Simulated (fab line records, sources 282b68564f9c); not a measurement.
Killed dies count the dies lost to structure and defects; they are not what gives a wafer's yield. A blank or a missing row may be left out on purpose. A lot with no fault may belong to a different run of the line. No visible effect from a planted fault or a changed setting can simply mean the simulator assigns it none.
Which tool is to blame?    flow rit_cmos    Sampling: 7 lots, 21 wafers, 3 of 202 route steps

WHAT THE GAUGES SHOWED, per wafer
RIT_GATE_THK_MEAS_09.
lot   measured     on             GATE_POLY_THK (nm)
L480  day 3 02:56  film_metro-04  250.9 250.6 250.7
L484  day 4 08:14  film_metro-04  252.8 250.0 251.5
L490  day 5 13:58  film_metro-02  249.4 247.3 248.3
L493  day 6 00:20  film_metro-02  250.8 248.9 249.4
L496  day 6 09:49  film_metro-04  250.0 251.3 249.0
L500  day 7 01:13  film_metro-04  249.3 250.4 250.5
L502  day 7 12:43  film_metro-02  252.9 252.8 252.5

WHAT TOOL EACH LOT RAN ON (gives the tool, then ch and the chambers of the sampled wafers, and finally the start)
lot   RIT_ACTIVE_SOFTBAKE_07            RIT_NWELL_STRIP_09
L480  litho_track-02 ch 0, day 1 18:55  plasma_asher-02 ch 0,1, day 2 08:06
L484  litho_track-03 ch 0, day 2 16:05  plasma_asher-02 ch 0,1, day 3 01:45
L490  litho_track-02 ch 0, day 3 22:08  plasma_asher-02 ch 0, day 4 10:43
L493  litho_track-01 ch 0, day 4 15:43  plasma_asher-04 ch 0, day 5 03:42
L496  litho_track-01 ch 0, day 5 03:56  plasma_asher-01 ch 0,1, day 5 16:26
L500  litho_track-01 ch 0, day 5 23:10  plasma_asher-04 ch 0,1, day 6 09:25
L502  litho_track-02 ch 0, day 6 09:49  plasma_asher-02 ch 0, day 6 17:08
- RIT_ACTIVE_SOFTBAKE_07: time 60 s.
- RIT_NWELL_STRIP_09: strips in O2, time 180 s.

THE ANSWER, worked out from the rows above alone
Rule: usual is defined by the lots themselves. Put in order of their means at a reading, lots are off if they are a third of the lots or fewer, leave a main group of 4 or more, and stand apart from it by a gap of 3 or more times the standard deviation of the main group's means; of several such gaps the widest counts. The tables above print the reading to a certain number of digits; a main group whose means all agree to those digits is not used. Also off: a lot with no number at a reading for which 4 or more lots have one. All remaining lots with rows at the step are treated as sound.
Nothing can be told from this: no lot is off at any reading shown.

WHAT WAS PUT IN BY THE SIMULATOR
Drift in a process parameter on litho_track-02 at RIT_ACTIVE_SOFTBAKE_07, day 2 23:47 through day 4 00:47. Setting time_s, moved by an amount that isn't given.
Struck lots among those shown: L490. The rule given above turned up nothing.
